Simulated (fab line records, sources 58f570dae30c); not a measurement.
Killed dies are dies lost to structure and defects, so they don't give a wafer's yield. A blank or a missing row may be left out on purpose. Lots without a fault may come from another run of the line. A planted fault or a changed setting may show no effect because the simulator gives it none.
Which tool did it? | flow berkeley_cmos170 | 7 lots, 21 wafers sampled, at 2 steps of a route of 331

WHAT THE GAUGES READ, wafer by wafer
UCB170_SDANNEAL_RS_MEAS_02: measures by four-point-probe.
lot  | measured     | on            | PSD_RS (ohm/sq)
L746 | day 8 07:26  | film_metro-04 | 76.0 75.8 76.0
L749 | day 8 07:47  | film_metro-01 | 75.2 75.6 75.6
L752 | day 9 07:57  | film_metro-04 | 75.6 75.6 75.5
L756 | day 9 23:22  | film_metro-02 | 75.7 75.9 76.1
L759 | day 10 16:58 | film_metro-04 | 75.7 75.8 75.6
L758 | day 10 17:25 | film_metro-01 | 56.7 56.8 56.9
L761 | day 11 05:58 | film_metro-01 | 56.5 56.3 56.4

WHICH TOOL RAN EACH LOT (tool, then ch and the chambers of the sampled wafers, then the start)
lot  | UCB170_SDANNEAL_RTA_01
L746 | rtp_anneal-01 ch 0, day 8 07:22
L749 | rtp_anneal-01 ch 0, day 8 07:43
L752 | rtp_anneal-01 ch 0, day 9 07:53
L756 | rtp_anneal-02 ch 0, day 9 23:17
L759 | rtp_anneal-02 ch 0, day 10 16:54
L758 | rtp_anneal-02 ch 0, day 10 17:21
L761 | rtp_anneal-02 ch 0, day 11 05:53
- UCB170_SDANNEAL_RTA_01: time 5 s.

THE ANSWER, worked out from the rows above alone
Rule: what is usual is taken from the lots themselves. Put in order of their means at a reading, lots are off if they are a third of the lots or fewer, leave a main group of 4 or more, and stand apart from it by a gap of 3 or more times the standard deviation of the main group's means; of several such gaps the widest counts. A main group whose means are all the same, to the digits that the tables above print for the reading, isn't used. A lot without any number at a reading at which 4 lots or more have one is off too. The other lots that the step has rows for count as sound.
Off: L758, L761, at UCB170_SDANNEAL_RS_MEAS_02 (PSD_RS). The main group: mean 75.7 ohm/sq, standard deviation 0.18.
A tool fits if, at a process step before that reading, it ran every lot that is off, and no sound lot after the first of them. The gauges at UCB170_SDANNEAL_RS_MEAS_02 are tried like those tools. Can't be told from this: 2 tools fit, rtp_anneal-02 at UCB170_SDANNEAL_RTA_01, film_metro-01 at UCB170_SDANNEAL_RS_MEAS_02.

WHAT THE SIMULATOR HAD PUT IN
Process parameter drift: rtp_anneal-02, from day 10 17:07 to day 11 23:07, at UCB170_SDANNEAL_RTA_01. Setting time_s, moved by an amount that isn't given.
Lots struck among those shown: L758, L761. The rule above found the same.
